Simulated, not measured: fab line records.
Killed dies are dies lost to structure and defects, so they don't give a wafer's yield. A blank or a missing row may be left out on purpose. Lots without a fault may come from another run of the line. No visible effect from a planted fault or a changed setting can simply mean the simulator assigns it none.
A struck lot beside a sound one + flow berkeleyCmos170 + 15 out of 331 route steps
Sound: the wafers L490.2, L490.3, L490.6. Struck: wafer L497.1 (left out: L497.3, L497.5 of the same lot, which were not struck); the cause appears at the end.
Per side, at each step with rows, come the tool, then ch with its chambers, and then its first start. Under that, the readings that differ: sound wafers + struck wafers + difference of the means + sigmas: that difference in standard deviations of wafers without a fault.
alike: words and numbers the same on both sides, and readings whose means are apart by under 2 such deviations; not compared: readings that were withheld, readings missing a value for some wafer, numbers with overlapping values and no deviation given by the record, and bounds like >300 which may hide the same value.
A row with sigmas, a row that says differs or no value, or rows on one side alone: a step with any of these is where the two part. Numbers that have no deviation but don't overlap get no sigmas and don't part them. Lack of a reading on every wafer of one side parts them only where that side has two or more wafers.

first, 1 step without rows for these wafers: UCB170_CONTACT_CLEAN_20 (cleans in SPM, time 600 s).
UCB170_M1_SPUTTER_00: material Al, target thk 600 nm, time 80 s.
  sound: pvdSputter-04 at day 10 10:19; struck: pvdSputter-02 at day 11 05:59
  alike: throttleValvePct
UCB170_M1_RS_MEAS_01: the measuring method here is four-point-probe.
  sound: filmMetro-01 at day 10 10:24; struck: filmMetro-02 at day 11 06:02
  alike: M1_AL_RS
UCB170_M1_THK_MEAS_02: measures by xrf.
  sound: filmMetro-01 at day 10 10:31; struck: filmMetro-02 at day 11 06:10
  alike: M1_AL_THK
then, 6 steps without rows for these wafers: UCB170_M1_COAT_03; UCB170_M1_COAT_04 (resist thk 900 nm); UCB170_M1_SOFTBAKE_05 (time 60 s); UCB170_M1_EXPOSE_06 (exposes mask METAL1, target cd 700 nm); UCB170_M1_PEB_07; UCB170_M1_DEVELOP_08 (develop time 45 s).
UCB170_M1_CD_MEAS_09: the cd target is 700 nm.
  sound: cdSem-01 at day 10 11:26; struck: cdSem-01 at day 11 07:04
  alike: cdNm
UCB170_M1_OVL_MEAS_10:
  sound: overlay-01 at day 10 11:32; struck: overlay-01 at day 11 07:11
  alike: M1_OVL
UCB170_M1_ETCH_11: etches BARC in N2/H2.
  sound on rieDiel-01 ch 1,3, day 10 11:34; struck on rieDiel-01 ch 0, day 11 07:13
| reading                      | sound                | struck | difference | sigmas      |
|------------------------------|----------------------|--------|------------|-------------|
| chamberPressureMTorr (mTorr) | 30.056 30.008 29.963 | 45.005 | +14.996    | +99 or more |
| drypumpMotorCurrentA (A)     | 6.6 6.6 6.6          | 5.3    | -1.3       | -3          |
  alike: oesProductAu, throttleValvePct
UCB170_M1_METAL_ETCH_12: etches Al in Cl2/BCl3, stops on PSG, target depth 780 nm, time 130 s.
  sound on rieMetal-02 ch 0,1, day 10 11:36; struck on rieMetal-01 ch 1, day 11 07:16
| reading              | sound             | struck | difference | sigmas |
|----------------------|-------------------|--------|------------|--------|
| throttleValvePct (%) | 23.98 23.98 24.07 | 24.46  | +0.45      | +2     |
  alike: chamberPressureMTorr, drypumpMotorCurrentA, oesProductAu
  not compared: rfHoursCounterH
UCB170_M3_PROBE_99:
  the record has rows for the struck wafers here (prober-02, day 11 21:51) and none for the sound ones

## WHERE THEY PART
Last at UCB170_M3_PROBE_99 as far as this record goes, first at UCB170_M1_ETCH_11.

WHY: what the simulator had put in
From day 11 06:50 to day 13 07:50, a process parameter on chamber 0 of rieDiel-01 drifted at UCB170_M1_ETCH_11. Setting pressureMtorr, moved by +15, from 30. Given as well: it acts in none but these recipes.
